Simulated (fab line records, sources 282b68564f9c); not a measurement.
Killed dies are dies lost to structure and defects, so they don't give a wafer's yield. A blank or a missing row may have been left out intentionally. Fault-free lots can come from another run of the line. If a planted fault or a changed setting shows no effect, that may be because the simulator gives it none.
fab line records :: flow rit-cmos
record:
  lots: 6
  wafers: 18
  last-day: 7
route steps=202 shown GATE@77 FOX2@80
lots with no fault: from the same line, run without faults
start-h: the number of hours between the record's first day and the start of the first shown wafer of the lot :: wait-h: hours elapsed since this lot's preceding step :: " identical to the entry in the row above :: L1.1+2: a row that stands for several wafers :: - no value present, or no start provided :: * or withheld: withheld :: < > ~ a bound
route shown NAME@n: a module of which the file shows steps, and the number in the route of the first :: usual: the fault-free wafers' mean and standard deviation :: same: alike in all rows :: chamber/n: place in a boat :: sites: readings site by site :: _std_site: standard deviation of those values :: _edge_site: the outer-site mean with the inner-site mean subtracted :: radius-mm: for every site, how far away it sits from the centre of the wafer :: mask NAME#n: copy n :: behind: the tool/chamber that last shaped the wafer :: hold: reason for holding the lot/hours on hold/outcome of the hold :: device: whichever transistor did not switch (one of n, p or np) :: end of line: at the end of the route, the tests of the same wafers :: where a step has no rows: the recipe by itself :: killed: at the first sort, the dies lost to defects and structure; wafer yield is something else :: map: per-die view of a wafer (x killed, . not killed, _ where there is no die)
set.NAME: the run value of the setting; set.NAME@STEP: its run value at that earlier step :: model.NAME: the simulator's own value behind a step, which no gauge read
certain route steps with their lots: each step a table, each wafer a row
services: from which hour (start-h, from the record's first day; less than 0 if before it) a tool's chamber was out of use, for how many hours, and why
== steps ==
step: RIT_GATE_CLEAN_02
recipe:
  chemistry: dHF
  dilution: 50:1
  time-s: 30
step: RIT_GATE_CLEAN_03
recipe:
  chemistry: SC2
  mix: 3:3:50
  time-s: 600
  temp-c: 75
  dry: n2-spin
step: RIT_GATE_CLEAN_04
recipe:
  chemistry: dHF
  dilution: 50:1
  time-s: 58.39
  dry: n2-spin
step: RIT_FOX2_THK_MEAS_91
recipe:
  reads: SiO2_of_FOX2_OXIDATION_00
usual:
  FIELD_OXIDE_LEFT_2_THK: 254/6.2
lot.wafer: L273.1
tool: film-metro-02
chamber: -
start-h: 32.43
wait-h: 0.0
FIELD_OXIDE_LEFT_2_THK[nm]: 255

lot.wafer: L273.2
tool: film-metro-02
chamber: -
start-h: 32.43
wait-h: 0.0
FIELD_OXIDE_LEFT_2_THK[nm]: 253

lot.wafer: L273.5
tool: film-metro-02
chamber: -
start-h: 32.43
wait-h: 0.0
FIELD_OXIDE_LEFT_2_THK[nm]: 261

lot.wafer: L281.1
tool: film-metro-01
chamber: -
start-h: 78.00
wait-h: 0.0
FIELD_OXIDE_LEFT_2_THK[nm]: 257

lot.wafer: L281.5
tool: film-metro-01
chamber: -
start-h: 78.00
wait-h: 0.0
FIELD_OXIDE_LEFT_2_THK[nm]: 261

lot.wafer: L281.6
tool: film-metro-01
chamber: -
start-h: 78.00
wait-h: 0.0
FIELD_OXIDE_LEFT_2_THK[nm]: 252

lot.wafer: L285.3
tool: film-metro-01
chamber: -
start-h: 95.50
wait-h: 0.0
FIELD_OXIDE_LEFT_2_THK[nm]: 254

lot.wafer: L285.4
tool: film-metro-01
chamber: -
start-h: 95.50
wait-h: 0.0
FIELD_OXIDE_LEFT_2_THK[nm]: 255

lot.wafer: L285.5
tool: film-metro-01
chamber: -
start-h: 95.50
wait-h: 0.0
FIELD_OXIDE_LEFT_2_THK[nm]: 250

lot.wafer: L286.4
tool: film-metro-02
chamber: -
start-h: 97.48
wait-h: 0.0
FIELD_OXIDE_LEFT_2_THK[nm]: 251

lot.wafer: L286.5
tool: film-metro-02
chamber: -
start-h: 97.48
wait-h: 0.0
FIELD_OXIDE_LEFT_2_THK[nm]: 252

lot.wafer: L286.6
tool: film-metro-02
chamber: -
start-h: 97.48
wait-h: 0.0
FIELD_OXIDE_LEFT_2_THK[nm]: 250

lot.wafer: L293.4
tool: film-metro-01
chamber: -
start-h: 135.09
wait-h: 0.0
FIELD_OXIDE_LEFT_2_THK[nm]: 255

lot.wafer: L293.5
tool: film-metro-01
chamber: -
start-h: 135.09
wait-h: 0.0
FIELD_OXIDE_LEFT_2_THK[nm]: 249

lot.wafer: L293.6
tool: film-metro-01
chamber: -
start-h: 135.09
wait-h: 0.0
FIELD_OXIDE_LEFT_2_THK[nm]: 248

lot.wafer: L295.2
tool: film-metro-01
chamber: -
start-h: 146.97
wait-h: 0.0
FIELD_OXIDE_LEFT_2_THK[nm]: 257

lot.wafer: L295.5
tool: film-metro-01
chamber: -
start-h: 146.97
wait-h: 0.0
FIELD_OXIDE_LEFT_2_THK[nm]: 255

lot.wafer: L295.6
tool: film-metro-01
chamber: -
start-h: 146.97
wait-h: 0.0
FIELD_OXIDE_LEFT_2_THK[nm]: 258
step: RIT_GATE_OXIDATION_05
recipe:
  temp-c: 900
  ambient: O2
  target-thk-a: 30
  ox-time-s: 270
step: RIT_GATE_ANNEAL_06
recipe:
  temp-c: 900
  time-s: 600
  ambient: N2O
step: RIT_GATE_THK_MEAS_07
recipe:
  reads: SiO2_of_GATE_OXIDATION_05
usual:
  GATE_OXIDE_THK: 3.00/0.066
lot.wafer: L273.1
tool: film-metro-03
chamber: -
start-h: 36.81
wait-h: 0.0
GATE_OXIDE_THK[nm]: 3.20

lot.wafer: L273.2
tool: film-metro-03
chamber: -
start-h: 36.81
wait-h: 0.0
GATE_OXIDE_THK[nm]: 3.12

lot.wafer: L273.5
tool: film-metro-03
chamber: -
start-h: 36.81
wait-h: 0.0
GATE_OXIDE_THK[nm]: 3.11

lot.wafer: L281.1
tool: film-metro-03
chamber: -
start-h: 79.38
wait-h: 0.0
GATE_OXIDE_THK[nm]: 3.04

lot.wafer: L281.5
tool: film-metro-03
chamber: -
start-h: 79.38
wait-h: 0.0
GATE_OXIDE_THK[nm]: 2.98

lot.wafer: L281.6
tool: film-metro-03
chamber: -
start-h: 79.38
wait-h: 0.0
GATE_OXIDE_THK[nm]: 2.92

lot.wafer: L285.3
tool: film-metro-01
chamber: -
start-h: 98.11
wait-h: 0.0
GATE_OXIDE_THK[nm]: 2.97

lot.wafer: L285.4
tool: film-metro-01
chamber: -
start-h: 98.11
wait-h: 0.0
GATE_OXIDE_THK[nm]: 3.01

lot.wafer: L285.5
tool: film-metro-01
chamber: -
start-h: 98.11
wait-h: 0.0
GATE_OXIDE_THK[nm]: 2.95

lot.wafer: L286.4
tool: film-metro-02
chamber: -
start-h: 99.54
wait-h: 0.0
GATE_OXIDE_THK[nm]: 3.00

lot.wafer: L286.5
tool: film-metro-02
chamber: -
start-h: 99.54
wait-h: 0.0
GATE_OXIDE_THK[nm]: 3.07

lot.wafer: L286.6
tool: film-metro-02
chamber: -
start-h: 99.54
wait-h: 0.0
GATE_OXIDE_THK[nm]: 3.04

lot.wafer: L293.4
tool: film-metro-02
chamber: -
start-h: 138.02
wait-h: 0.0
GATE_OXIDE_THK[nm]: 3.04

lot.wafer: L293.5
tool: film-metro-02
chamber: -
start-h: 138.02
wait-h: 0.0
GATE_OXIDE_THK[nm]: 3.07

lot.wafer: L293.6
tool: film-metro-02
chamber: -
start-h: 138.02
wait-h: 0.0
GATE_OXIDE_THK[nm]: 3.02

lot.wafer: L295.2
tool: film-metro-01
chamber: -
start-h: 150.06
wait-h: 0.0
GATE_OXIDE_THK[nm]: 3.08

lot.wafer: L295.5
tool: film-metro-01
chamber: -
start-h: 150.06
wait-h: 0.0
GATE_OXIDE_THK[nm]: 3.03

lot.wafer: L295.6
tool: film-metro-01
chamber: -
start-h: 150.06
wait-h: 0.0
GATE_OXIDE_THK[nm]: 3.03
step: RIT_GATE_CVD_08
recipe:
  material: poly-Si
  target-thk-nm: 250
  temp-c: 610
  precursor: SiH4
  time-s: 2220
  pressure-mtorr: 300
  sih4-flow-sccm: 100
step: RIT_GATE_THK_MEAS_09
recipe:
  reads: poly-Si_of_GATE_CVD_08
usual:
  GATE_POLY_THK: 248.0/2.9
lot.wafer: L273.1
tool: film-metro-03
chamber: -
start-h: 38.49
wait-h: 0.0
GATE_POLY_THK[nm]: 244.5

lot.wafer: L273.2
tool: film-metro-03
chamber: -
start-h: 38.49
wait-h: 0.0
GATE_POLY_THK[nm]: 245.6

lot.wafer: L273.5
tool: film-metro-03
chamber: -
start-h: 38.49
wait-h: 0.0
GATE_POLY_THK[nm]: 246.8

lot.wafer: L281.1
tool: film-metro-01
chamber: -
start-h: 81.06
wait-h: 0.0
GATE_POLY_THK[nm]: 254.6

lot.wafer: L281.5
tool: film-metro-01
chamber: -
start-h: 81.06
wait-h: 0.0
GATE_POLY_THK[nm]: 252.0

lot.wafer: L281.6
tool: film-metro-01
chamber: -
start-h: 81.06
wait-h: 0.0
GATE_POLY_THK[nm]: 252.6

lot.wafer: L285.3
tool: film-metro-03
chamber: -
start-h: 100.95
wait-h: 0.0
GATE_POLY_THK[nm]: 247.4

lot.wafer: L285.4
tool: film-metro-03
chamber: -
start-h: 100.95
wait-h: 0.0
GATE_POLY_THK[nm]: 245.1

lot.wafer: L285.5
tool: film-metro-03
chamber: -
start-h: 100.95
wait-h: 0.0
GATE_POLY_THK[nm]: 245.7

lot.wafer: L286.4
tool: film-metro-02
chamber: -
start-h: 102.58
wait-h: 0.0
GATE_POLY_THK[nm]: 243.4

lot.wafer: L286.5
tool: film-metro-02
chamber: -
start-h: 102.58
wait-h: 0.0
GATE_POLY_THK[nm]: 242.6

lot.wafer: L286.6
tool: film-metro-02
chamber: -
start-h: 102.58
wait-h: 0.0
GATE_POLY_THK[nm]: 243.4

lot.wafer: L293.4
tool: film-metro-02
chamber: -
start-h: 139.70
wait-h: 0.0
GATE_POLY_THK[nm]: 249.8

lot.wafer: L293.5
tool: film-metro-02
chamber: -
start-h: 139.70
wait-h: 0.0
GATE_POLY_THK[nm]: 251.2

lot.wafer: L293.6
tool: film-metro-02
chamber: -
start-h: 139.70
wait-h: 0.0
GATE_POLY_THK[nm]: 252.9

lot.wafer: L295.2
tool: film-metro-02
chamber: -
start-h: 151.73
wait-h: 0.0
GATE_POLY_THK[nm]: 251.2

lot.wafer: L295.5
tool: film-metro-02
chamber: -
start-h: 151.73
wait-h: 0.0
GATE_POLY_THK[nm]: 248.6

lot.wafer: L295.6
tool: film-metro-02
chamber: -
start-h: 151.73
wait-h: 0.0
GATE_POLY_THK[nm]: 248.2
step: RIT_GATE_HMDS_10
recipe:
  prime-time-s: 60
  prime-temp-c: 140
step: RIT_GATE_COAT_11
recipe:
  resist: NOVOLAK
  spin-rpm: 4250
  resist-thk-nm: 850
step: RIT_GATE_SOFTBAKE_12
recipe:
  resist: NOVOLAK
  temp-c: 90
  time-s: 60
step: RIT_GATE_EXPOSE_13
recipe:
  mask-id: M6
  na: 0.6
  source-shape: conventional
  sigma-outer: 0.6
  target-cd-nm: 150
  dose-mj: 380
usual:
  exposure-dose-mJ-cm2: 379.9/0.36
  focus-offset-nm: 0.1/0.48
  stage-vel-mm-s: 499.98/0.25
lot.wafer: L273.1
tool: iline-stepper-02
chamber: 0
start-h: 39.13
wait-h: 0.2
mask: M6#0
exposure-dose-mJ-cm2: 380.3
focus-offset-nm: 0.6
stage-vel-mm-s: 500.04

lot.wafer: L273.2
tool: iline-stepper-02
chamber: 0
start-h: 39.13
wait-h: 0.2
mask: M6#0
exposure-dose-mJ-cm2: 380.0
focus-offset-nm: 0.4
stage-vel-mm-s: 499.95

lot.wafer: L273.5
tool: iline-stepper-02
chamber: 0
start-h: 39.13
wait-h: 0.2
mask: M6#0
exposure-dose-mJ-cm2: 379.3
focus-offset-nm: 0.0
stage-vel-mm-s: 500.23

lot.wafer: L281.1
tool: iline-stepper-01
chamber: 0
start-h: 81.75
wait-h: 0.2
mask: M6#0
exposure-dose-mJ-cm2: 380.2
focus-offset-nm: 0.3
stage-vel-mm-s: 499.88

lot.wafer: L281.5
tool: iline-stepper-01
chamber: 0
start-h: 81.75
wait-h: 0.2
mask: M6#0
exposure-dose-mJ-cm2: 379.9
focus-offset-nm: -0.1
stage-vel-mm-s: 499.94

lot.wafer: L281.6
tool: iline-stepper-01
chamber: 0
start-h: 81.75
wait-h: 0.2
mask: M6#0
exposure-dose-mJ-cm2: 379.6
focus-offset-nm: 0.4
stage-vel-mm-s: 499.84

lot.wafer: L285.3
tool: iline-stepper-02
chamber: -
start-h: 101.60
wait-h: 0.2
mask: M6#0
exposure-dose-mJ-cm2: -
focus-offset-nm: -
stage-vel-mm-s: -

lot.wafer: L285.4
tool: iline-stepper-02
chamber: -
start-h: 101.60
wait-h: 0.2
mask: M6#0
exposure-dose-mJ-cm2: -
focus-offset-nm: -
stage-vel-mm-s: -

lot.wafer: L285.5
tool: iline-stepper-02
chamber: -
start-h: 101.60
wait-h: 0.2
mask: M6#0
exposure-dose-mJ-cm2: -
focus-offset-nm: -
stage-vel-mm-s: -

lot.wafer: L286.4
tool: iline-stepper-01
chamber: -
start-h: 103.24
wait-h: 0.2
mask: M6#0
exposure-dose-mJ-cm2: -
focus-offset-nm: -
stage-vel-mm-s: -

lot.wafer: L286.5
tool: iline-stepper-01
chamber: -
start-h: 103.24
wait-h: 0.2
mask: M6#0
exposure-dose-mJ-cm2: -
focus-offset-nm: -
stage-vel-mm-s: -

lot.wafer: L286.6
tool: iline-stepper-01
chamber: -
start-h: 103.24
wait-h: 0.2
mask: M6#0
exposure-dose-mJ-cm2: -
focus-offset-nm: -
stage-vel-mm-s: -

lot.wafer: L293.4
tool: iline-stepper-01
chamber: 0
start-h: 140.36
wait-h: 0.2
mask: M6#0
exposure-dose-mJ-cm2: 380.3
focus-offset-nm: -0.1
stage-vel-mm-s: 500.33

lot.wafer: L293.5
tool: iline-stepper-01
chamber: 0
start-h: 140.36
wait-h: 0.2
mask: M6#0
exposure-dose-mJ-cm2: 380.3
focus-offset-nm: -1.2
stage-vel-mm-s: 500.33

lot.wafer: L293.6
tool: iline-stepper-01
chamber: 0
start-h: 140.36
wait-h: 0.2
mask: M6#0
exposure-dose-mJ-cm2: 380.5
focus-offset-nm: -0.2
stage-vel-mm-s: 499.86

lot.wafer: L295.2
tool: iline-stepper-02
chamber: 0
start-h: 152.35
wait-h: 0.1
mask: M6#0
exposure-dose-mJ-cm2: 379.8
focus-offset-nm: -0.3
stage-vel-mm-s: 500.22

lot.wafer: L295.5
tool: iline-stepper-02
chamber: 0
start-h: 152.35
wait-h: 0.1
mask: M6#0
exposure-dose-mJ-cm2: 379.5
focus-offset-nm: -0.8
stage-vel-mm-s: 500.05

lot.wafer: L295.6
tool: iline-stepper-02
chamber: 0
start-h: 152.35
wait-h: 0.1
mask: M6#0
exposure-dose-mJ-cm2: 379.7
focus-offset-nm: 0.3
stage-vel-mm-s: 499.97
step: RIT_GATE_PEB_14
recipe:
  resist: NOVOLAK
  temp-c: withheld
  time-s: withheld
== services ==
tool: iline-stepper-01
chamber: -
start-h: 40.79
hours: 1.7
kind: pm

tool: iline-stepper-02
chamber: -
start-h: 69.05
hours: 0.9
kind: repair
== key ==
first-sign:
  step: RIT_GATE_EXPOSE_13
  reading: tool-record
  direction: missing
effect none on later readings
met-at RIT_GATE_EXPOSE_13
struck-wafers L285.3,L285.4,L285.5,L286.4,L286.5,L286.6
later-rows-left-out L285.3,L285.4,L285.5,L286.4,L286.5,L286.6
sort-left-out L285.3,L285.4,L285.5,L286.4,L286.5,L286.6
tester-left-out L285,L286
onset-between 81.75 101.60
fault:
  kind: skipped-step-whole
  tool: iline-stepper-01,iline-stepper-02
  chamber: -
  onset-h: 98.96
  steps: RIT_GATE_EXPOSE_13
  scope: struck-lots-only
tester-left-out: of these lots the tester's yield and bins aren't shown, on N5 and GAA mostly nor the transistor test; their killed dies are dies lost to structure and defects alone, not to doping, threshold or leakage, so they don't give the yield
sort-left-out: the simulated sort isn't trusted on such a fault, so these wafers' sort isn't shown, and their yield isn't known
later-rows-left-out: the simulator's readings of these wafers behind a module that went badly wrong aren't trusted and aren't shown, but for the sort
